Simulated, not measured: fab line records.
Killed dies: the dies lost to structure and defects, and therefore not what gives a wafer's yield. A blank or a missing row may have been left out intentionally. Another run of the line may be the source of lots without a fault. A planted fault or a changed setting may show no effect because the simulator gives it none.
Lot-split experiment :: flow rit_cmos :: 23 wafers read across 5 lots, on a route 202 steps long

## SPLIT DETAILS
At RIT_CONTACT_CVD_00 (deposits SiO2 from TEOS, target thk 400 nm, time 61 s), the setting rf_w was moved away from the recipe's 400 W on 10 of the 23 wafers read, by -10.3% to +11.5%. For the rest of the wafers, this setting stayed at what the recipe calls for.

The file shows no step between the split and the reading.

## THE READING
CONTACT_TEOS_THK in nanometres, read at RIT_CONTACT_THK_MEAS_01. A value of 401 nm with a standard deviation of 5 nm is what fault-free wafers of this fab line usually give.

wafer: L074.1
tool, chamber at the split: pecvd-04, 1
rf_w as run, W: 400
against the recipe: recipe
CONTACT_TEOS_THK, nm: 397
against lot-mates on the recipe: -

wafer: L074.2
tool, chamber at the split: pecvd-04, 0
rf_w as run, W: 359
against the recipe: -10.3%
CONTACT_TEOS_THK, nm: 387
against lot-mates on the recipe: -17

wafer: L074.3
tool, chamber at the split: pecvd-04, 2
rf_w as run, W: 359
against the recipe: -10.3%
CONTACT_TEOS_THK, nm: 389
against lot-mates on the recipe: -15

wafer: L074.4
tool, chamber at the split: pecvd-04, 2,1
rf_w as run, W: 400
against the recipe: recipe
CONTACT_TEOS_THK, nm: 408
against lot-mates on the recipe: -

wafer: L074.6
tool, chamber at the split: pecvd-04, 2,1
rf_w as run, W: 400
against the recipe: recipe
CONTACT_TEOS_THK, nm: 408
against lot-mates on the recipe: -

wafer: L079.1
tool, chamber at the split: pecvd-03, 1
rf_w as run, W: 400
against the recipe: recipe
CONTACT_TEOS_THK, nm: 397
against lot-mates on the recipe: -

wafer: L079.2
tool, chamber at the split: pecvd-03, 2
rf_w as run, W: 400
against the recipe: recipe
CONTACT_TEOS_THK, nm: 400
against lot-mates on the recipe: -

wafer: L079.3
tool, chamber at the split: pecvd-03, 0
rf_w as run, W: 400
against the recipe: recipe
CONTACT_TEOS_THK, nm: 395
against lot-mates on the recipe: -

wafer: L080.1
tool, chamber at the split: pecvd-04, 0
rf_w as run, W: 400
against the recipe: recipe
CONTACT_TEOS_THK, nm: 394
against lot-mates on the recipe: -

wafer: L080.2
tool, chamber at the split: pecvd-04, 1
rf_w as run, W: 400
against the recipe: recipe
CONTACT_TEOS_THK, nm: 396
against lot-mates on the recipe: -

wafer: L080.3
tool, chamber at the split: pecvd-04, 2
rf_w as run, W: 446
against the recipe: +11.5%
CONTACT_TEOS_THK, nm: 411
against lot-mates on the recipe: +12

wafer: L080.4
tool, chamber at the split: pecvd-04, 1
rf_w as run, W: 446
against the recipe: +11.5%
CONTACT_TEOS_THK, nm: 419
against lot-mates on the recipe: +20

wafer: L080.6
tool, chamber at the split: pecvd-04, 0
rf_w as run, W: 400
against the recipe: recipe
CONTACT_TEOS_THK, nm: 406
against lot-mates on the recipe: -

wafer: L081.2
tool, chamber at the split: pecvd-02, 2
rf_w as run, W: 400
against the recipe: recipe
CONTACT_TEOS_THK, nm: 399
against lot-mates on the recipe: -

wafer: L081.3
tool, chamber at the split: pecvd-02, 1
rf_w as run, W: 372.8
against the recipe: -6.8%
CONTACT_TEOS_THK, nm: 386
against lot-mates on the recipe: -16

wafer: L081.4
tool, chamber at the split: pecvd-02, 1
rf_w as run, W: 400
against the recipe: recipe
CONTACT_TEOS_THK, nm: 404
against lot-mates on the recipe: -

wafer: L081.5
tool, chamber at the split: pecvd-02, 0
rf_w as run, W: 372.8
against the recipe: -6.8%
CONTACT_TEOS_THK, nm: 394
against lot-mates on the recipe: -8

wafer: L081.6
tool, chamber at the split: pecvd-02, 2
rf_w as run, W: 372.8
against the recipe: -6.8%
CONTACT_TEOS_THK, nm: 393
against lot-mates on the recipe: -8

wafer: L082.1
tool, chamber at the split: pecvd-03, 0
rf_w as run, W: 400
against the recipe: recipe
CONTACT_TEOS_THK, nm: 394
against lot-mates on the recipe: -

wafer: L082.2
tool, chamber at the split: pecvd-03, 1
rf_w as run, W: 430.9
against the recipe: +7.7%
CONTACT_TEOS_THK, nm: 403
against lot-mates on the recipe: +6

wafer: L082.4
tool, chamber at the split: pecvd-03, 0
rf_w as run, W: 400
against the recipe: recipe
CONTACT_TEOS_THK, nm: 400
against lot-mates on the recipe: -

wafer: L082.5
tool, chamber at the split: pecvd-03, 2
rf_w as run, W: 430.9
against the recipe: +7.7%
CONTACT_TEOS_THK, nm: 410
against lot-mates on the recipe: +13

wafer: L082.6
tool, chamber at the split: pecvd-03, 1
rf_w as run, W: 430.9
against the recipe: +7.7%
CONTACT_TEOS_THK, nm: 408
against lot-mates on the recipe: +11
Where a row lists several chambers, the file gives one row for several wafers and doesn't say which wafer went through which chamber.

THE FIT
A straight line over all 23 wafers: CONTACT_TEOS_THK changes by +1.18 nm for each +1% of rf_w; r = +0.85; the points scatter about the line by 4.5 nm.
The same after taking each lot's own level away (the mean of its wafers on the recipe; 23 wafers): +1.46 nm for each +1%; r = +0.92; scatter 3.8 nm.
According to that fit, moving rf_w by its largest amount changes the reading by 17 nm.
Measured against the standard deviation above, the lots' own levels, which go from 397.0 to 404.3 nm, span 1.5 times it.
Hence the slope depends on the lot-to-lot level, as the two fits are not the same.
Check: +17.5 nm against its lot-mates is what the line predicts for one of the wafers moved furthest among these (+11.5%) when that wafer is left out of the fit. It came out at +12.3 nm against them.

## OTHER SPLITS APPLIED TO THESE WAFERS
Other splits were also applied to these wafers ahead of the reading. Each is held against what the fit with the lots' levels taken away leaves over:
other split on the same wafers: RIT_ACTIVE_CVD_03 time_s
wafers away from the commonest value: 18
r with CONTACT_TEOS_THK (lot level and that fit taken away): -0.02

other split on the same wafers: RIT_ACTIVE_ETCH_13 over_etch_frac
wafers away from the commonest value: 9
r with CONTACT_TEOS_THK (lot level and that fit taken away): +0.05

other split on the same wafers: RIT_PWELL_COAT_01 resist_thk_nm
wafers away from the commonest value: 8
r with CONTACT_TEOS_THK (lot level and that fit taken away): -0.05

other split on the same wafers: RIT_NRETRO_IMPLANT_08 energy_kev
wafers away from the commonest value: 9
r with CONTACT_TEOS_THK (lot level and that fit taken away): +0.06

other split on the same wafers: RIT_GATE_EXPOSE_13 dose_mj
wafers away from the commonest value: 9
r with CONTACT_TEOS_THK (lot level and that fit taken away): -0.11

other split on the same wafers: RIT_GATE_DEVELOP_15 develop_time_s
wafers away from the commonest value: 8
r with CONTACT_TEOS_THK (lot level and that fit taken away): +0.01

other split on the same wafers: RIT_PLDD_IMPLANT_08 dose_cm2
wafers away from the commonest value: 9
r with CONTACT_TEOS_THK (lot level and that fit taken away): +0.31

other split on the same wafers: RIT_NSD_IMPLANT_08 dose_cm2
wafers away from the commonest value: 7
r with CONTACT_TEOS_THK (lot level and that fit taken away): +0.43

other split on the same wafers: RIT_SDANNEAL_RTA_03 time_s
wafers away from the commonest value: 4
r with CONTACT_TEOS_THK (lot level and that fit taken away): +0.07

## THE WHOLE CHAIN: every reading that the file lists as answering this split, in the file's order
step: RIT_CONTACT_CVD_00
what it does: deposits SiO2 from TEOS, target thk 400 nm, time 61 s
reading: SiO2_of_CONTACT_CVD_00.thk_nm (the simulator's own value, which no gauge read)
change (the file's fit): +1.48 nm for each +1% of the setting
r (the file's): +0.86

step: RIT_CONTACT_THK_MEAS_01
what it does: 
reading: CONTACT_TEOS_THK
change (the file's fit): +1.49 for each +1% of the setting
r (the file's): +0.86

## FILE'S OWN FIT
CONTACT_TEOS_THK changes by +1.49 nm for each +1% of rf_w, r = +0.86.
